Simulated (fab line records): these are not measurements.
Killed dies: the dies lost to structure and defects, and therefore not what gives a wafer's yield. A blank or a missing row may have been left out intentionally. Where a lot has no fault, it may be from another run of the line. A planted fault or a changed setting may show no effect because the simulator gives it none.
A single fault, viewed from 2 desks ; flow rit_cmos ; each desk has only its own numbers; what lay behind them comes last

## THE METROLOGY DESK
Means of the sampled wafers that have a number, per lot and without regard to the tool the lot ran on: this is what the gauges read. Marked OUT: a lot whose mean sits more than 4 standard deviations from the usual mean, which makes it out of limits; the brackets give that distance.
Columns: A = M1_AL_RS at RIT_M1_RS_MEAS_01, usual 0.0734 ohm/sq; B = M1_AL_THK at RIT_M1_THK_MEAS_02, usual 399 nm
lot;first seen here;A;B
L677;day 3 06:21;0.0730;401
L678;day 3 10:08;0.0741;394
L679;day 3 15:44;0.0732;400
L680;day 3 20:42;0.0735;400
L681;day 4 02:50;0.0727;404
L682;day 4 09:59;0.0743;395
L683;day 4 12:00;0.0735;399
L684;day 4 16:44;0.0728;402
L685;day 5 00:27;0.0739;397
L692;day 6 07:12;0.0769 (+4.5) OUT;383
L694;day 6 20:40;0.0759;387
L697;day 7 10:07;0.0711;411
L699;day 7 20:39;0.0734;398
This desk reports L692 out of limits; the earliest was L692 at day 6 07:12 (M1_AL_RS at RIT_M1_RS_MEAS_01). In limits: L677, L678, L679, L680, L681, L682, L683, L684, L685, L694, L697, L699.

## FOR THE TOOL OWNER'S DESK: pvd_sputter-03
The tool's own readings at RIT_M1_SPUTTER_00 (material Al, target thk 400 nm, time 500 s): means of the sampled wafers that have a number, for each lot that ran on this tool. Marked OUT: a lot whose mean sits more than 4 standard deviations from the usual mean, which makes it out of limits; the brackets give that distance.
Columns: A = throttle_valve_pct at RIT_M1_SPUTTER_00, usual 30.5 %
lot;first seen here;A
L684;day 4 16:26;30.2
L692;day 6 06:52;30.3
L694;day 6 20:21;30.6
This desk found nothing out of limits on any of the 3 lots.

## PUT TOGETHER
Metrology desk: alarm possible at day 6 07:12 on L692.
Nothing out of limits was seen by the tool owner's desk.
On record at the tool owner's desk: L692, within its limits.
RIT_M1_SPUTTER_00 was run on pvd_sputter-03 by each of the lots named.

## WHAT THE SIMULATOR HAD INSERTED
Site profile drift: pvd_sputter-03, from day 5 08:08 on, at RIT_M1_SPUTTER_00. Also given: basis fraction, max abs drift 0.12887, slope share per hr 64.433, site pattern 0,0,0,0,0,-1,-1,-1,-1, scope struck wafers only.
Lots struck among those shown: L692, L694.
Delay in hours, fault start to first out-of-limits reading, per desk: metrology desk 23.
